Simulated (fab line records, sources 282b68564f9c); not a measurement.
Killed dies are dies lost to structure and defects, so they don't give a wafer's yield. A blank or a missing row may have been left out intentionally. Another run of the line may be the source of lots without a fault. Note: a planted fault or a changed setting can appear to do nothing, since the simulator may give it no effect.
Which tool did it? :: flow rit cmos :: 42 wafers from 14 lots sampled at 4 of the route's 202 steps

WHAT EACH GAUGE READ, for each wafer
RIT_GATE_CD_MEAS_16: the cd target is 150 nm.
lot: L665
measured: day 2 13:20
on: cd sem-01
cd nm (nm): 144.6 143.6 148.9

lot: L666
measured: day 2 17:05
on: cd sem-01
cd nm (nm): 146.1 147.4 148.5

lot: L667
measured: day 2 23:22
on: cd sem-02
cd nm (nm): 150.0 147.2 148.5

lot: L668
measured: day 3 05:05
on: cd sem-01
cd nm (nm): 150.3 147.9 147.4

lot: L669
measured: day 3 09:48
on: cd sem-02
cd nm (nm): 153.6 152.2 150.9

lot: L670
measured: day 3 14:38
on: cd sem-02
cd nm (nm): 150.7 150.2 150.9

lot: L671
measured: day 3 18:08
on: cd sem-02
cd nm (nm): 146.3 147.3 149.9

lot: L672
measured: day 4 01:38
on: cd sem-01
cd nm (nm): 150.4 150.8 151.3

lot: L673
measured: day 4 05:57
on: cd sem-01
cd nm (nm): 359.5 359.0 361.6

lot: L675
measured: day 5 01:17
on: cd sem-02
cd nm (nm): 314.0 313.9 313.0

lot: L676
measured: day 5 00:58
on: cd sem-01
cd nm (nm): 147.4 146.1 149.2

lot: L684
measured: day 6 14:24
on: cd sem-01
cd nm (nm): 150.8 149.1 148.9

lot: L685
measured: day 6 18:55
on: cd sem-01
cd nm (nm): 151.7 151.1 152.4

lot: L687
measured: day 7 03:26
on: cd sem-02
cd nm (nm): 147.8 152.8 147.8

RIT_GATE_OVL_MEAS_17.
lot: L665
measured: day 2 13:28
on: overlay-02
GATE_OVL (nm): -2.2 -0.6 -1.2

lot: L666
measured: day 2 17:13
on: overlay-02
GATE_OVL (nm): -3.1 -2.5 -1.1

lot: L667
measured: day 2 23:29
on: overlay-02
GATE_OVL (nm): -0.5 -0.5 0.3

lot: L668
measured: day 3 05:13
on: overlay-01
GATE_OVL (nm): -2.6 -2.2 -1.5

lot: L669
measured: day 3 09:55
on: overlay-02
GATE_OVL (nm): 0.6 1.5 1.4

lot: L670
measured: day 3 14:46
on: overlay-01
GATE_OVL (nm): 2.2 3.2 3.2

lot: L671
measured: day 3 18:13
on: overlay-01
GATE_OVL (nm): -0.8 -1.0 0.4

lot: L672
measured: day 4 01:45
on: overlay-02
GATE_OVL (nm): -3.1 -4.5 -2.8

lot: L673
measured: day 4 06:02
on: overlay-01
GATE_OVL (nm): -0.2 0.8 0.4

lot: L675
measured: day 5 01:24
on: overlay-02
GATE_OVL (nm): -2.7 -2.3 -2.7

lot: L676
measured: day 5 01:04
on: overlay-01
GATE_OVL (nm): 1.3 1.9 0.1

lot: L684
measured: day 6 14:28
on: overlay-02
GATE_OVL (nm): 2.4 1.7 0.2

lot: L685
measured: day 6 19:01
on: overlay-01
GATE_OVL (nm): 1.5 1.4 0.6

lot: L687
measured: day 7 03:31
on: overlay-01
GATE_OVL (nm): 0.1 -1.6 0.1

TOOL THAT RAN EACH LOT (tool first, then ch and the chambers of the sampled wafers, then the start)
lot: L665
RIT_NRETRO_STRIP_09: plasma asher-01 ch 0,1, day 2 06:19
RIT_GATE_EXPOSE_13: iline stepper-01 ch 0, day 2 12:56

lot: L666
RIT_NRETRO_STRIP_09: plasma asher-04 ch 0,1, day 2 10:19
RIT_GATE_EXPOSE_13: iline stepper-02 ch 0, day 2 16:41

lot: L667
RIT_NRETRO_STRIP_09: plasma asher-02 ch 0, day 2 15:23
RIT_GATE_EXPOSE_13: iline stepper-01 ch 0, day 2 22:56

lot: L668
RIT_NRETRO_STRIP_09: plasma asher-01 ch 0,1, day 2 21:51
RIT_GATE_EXPOSE_13: iline stepper-01 ch 0, day 3 04:41

lot: L669
RIT_NRETRO_STRIP_09: plasma asher-04 ch 0,1, day 3 02:26
RIT_GATE_EXPOSE_13: iline stepper-01 ch 0, day 3 09:24

lot: L670
RIT_NRETRO_STRIP_09: plasma asher-01 ch 0,1, day 3 06:52
RIT_GATE_EXPOSE_13: iline stepper-02 ch 0, day 3 14:14

lot: L671
RIT_NRETRO_STRIP_09: plasma asher-02 ch 0,1, day 3 11:24
RIT_GATE_EXPOSE_13: iline stepper-01 ch 0, day 3 17:44

lot: L672
RIT_NRETRO_STRIP_09: plasma asher-04 ch 0,1, day 3 18:07
RIT_GATE_EXPOSE_13: iline stepper-01 ch 0, day 4 01:14

lot: L673
RIT_NRETRO_STRIP_09: plasma asher-02 ch 0,1, day 3 23:28
RIT_GATE_EXPOSE_13: iline stepper-01 ch 0, day 4 05:24

lot: L675
RIT_NRETRO_STRIP_09: plasma asher-04 ch 0, day 4 11:53
RIT_GATE_EXPOSE_13: iline stepper-01 ch 0, day 5 00:53

lot: L676
RIT_NRETRO_STRIP_09: plasma asher-01 ch 1, day 4 13:19
RIT_GATE_EXPOSE_13: iline stepper-02 ch 0, day 5 00:34

lot: L684
RIT_NRETRO_STRIP_09: plasma asher-01 ch 0,1, day 6 07:11
RIT_GATE_EXPOSE_13: iline stepper-02 ch 0, day 6 13:59

lot: L685
RIT_NRETRO_STRIP_09: plasma asher-04 ch 0,1, day 6 11:50
RIT_GATE_EXPOSE_13: iline stepper-02 ch 0, day 6 18:30

lot: L687
RIT_NRETRO_STRIP_09: plasma asher-04 ch 0,1, day 6 21:15
RIT_GATE_EXPOSE_13: iline stepper-02 ch 0, day 7 03:02
- RIT_NRETRO_STRIP_09: strips in O2, time 180 s.
- RIT_GATE_EXPOSE_13: exposes mask M6, target cd 150 nm.

WHAT THE TOOLS THEMSELVES READ (means of the sampled wafers that have a number; where no wafer has one, the mark that the record gives instead)
RIT_NRETRO_STRIP_09.
lot: L665
tool: plasma asher-01
drypump motor current A (A): 5.8

lot: L666
tool: plasma asher-04
drypump motor current A (A): 6.2

lot: L667
tool: plasma asher-02
drypump motor current A (A): 6.1

lot: L668
tool: plasma asher-01
drypump motor current A (A): 5.7

lot: L669
tool: plasma asher-04
drypump motor current A (A): 6.2

lot: L670
tool: plasma asher-01
drypump motor current A (A): 5.8

lot: L671
tool: plasma asher-02
drypump motor current A (A): 5.8

lot: L672
tool: plasma asher-04
drypump motor current A (A): 6.2

lot: L673
tool: plasma asher-02
drypump motor current A (A): 5.4

lot: L675
tool: plasma asher-04
drypump motor current A (A): 5.9

lot: L676
tool: plasma asher-01
drypump motor current A (A): 5.9

lot: L684
tool: plasma asher-01
drypump motor current A (A): 5.7

lot: L685
tool: plasma asher-04
drypump motor current A (A): 6.2

lot: L687
tool: plasma asher-04
drypump motor current A (A): 6.2

RIT_GATE_EXPOSE_13.
lot: L665
tool: iline stepper-01
exposure dose mJ cm2: 379.7

lot: L666
tool: iline stepper-02
exposure dose mJ cm2: 380.0

lot: L667
tool: iline stepper-01
exposure dose mJ cm2: 380.0

lot: L668
tool: iline stepper-01
exposure dose mJ cm2: 380.2

lot: L669
tool: iline stepper-01
exposure dose mJ cm2: 379.6

lot: L670
tool: iline stepper-02
exposure dose mJ cm2: 380.3

lot: L671
tool: iline stepper-01
exposure dose mJ cm2: 380.6

lot: L672
tool: iline stepper-01
exposure dose mJ cm2: 379.9

lot: L673
tool: iline stepper-01
exposure dose mJ cm2: 252.8

lot: L675
tool: iline stepper-01
exposure dose mJ cm2: 278.2

lot: L676
tool: iline stepper-02
exposure dose mJ cm2: 380.0

lot: L684
tool: iline stepper-02
exposure dose mJ cm2: 379.8

lot: L685
tool: iline stepper-02
exposure dose mJ cm2: 380.0

lot: L687
tool: iline stepper-02
exposure dose mJ cm2: 379.7

THE ANSWER, worked out from the rows above alone
Rule: the lots themselves supply what counts as usual. The widest of any qualifying gaps counts: lots, ordered by their means at a reading, are off when they make up no more than a third of the lots, leave a main group of 4 or more, and stand apart from it by 3 or more times the standard deviation of that group's means. A main group whose means are all the same, to the digits that the tables above print for the reading, isn't used. Also off: a lot with no number at a reading for which 4 or more lots have one. Where the step has rows for the other lots, those lots are counted as sound. First the gauges in route order, then the tools' own readings, where a lot's mean is used as printed above. At the first step where some lot is off, the reading lying furthest off is the one used; lots without a number count as furthest.
Off at RIT_GATE_CD_MEAS_16 (cd nm): L673, L675. The main group: mean 149.2 nm, standard deviation 1.9.
If a tool, at a process step before that reading, ran all the lots that are off and no sound lot after the first of them, it fits. Not tried: the gauges at RIT_GATE_CD_MEAS_16; whatever is off there is also off at RIT_GATE_EXPOSE_13, on other tools, and gauge error can't account for it. One fits: RIT_GATE_EXPOSE_13 on iline stepper-01. A fault onset in the window from L672 (day 4 01:14, its last sound lot) to L673 (day 4 05:24, its first lot off) fits.
On the lots that are off, the tool's own readings at RIT_GATE_EXPOSE_13 differ by more than 5 times the standard deviation of the sound lots' means, which bears it out; exposure dose mJ cm2 reads 265.5 there versus 380.0 on the sound lots.

WHAT THE SIMULATOR PUT IN
Drift in process parameters on iline stepper-01 at RIT_GATE_EXPOSE_13, starting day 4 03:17. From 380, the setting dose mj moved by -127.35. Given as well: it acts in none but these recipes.
Struck lots among those shown: L673, L675. The rule above reached the same finding.
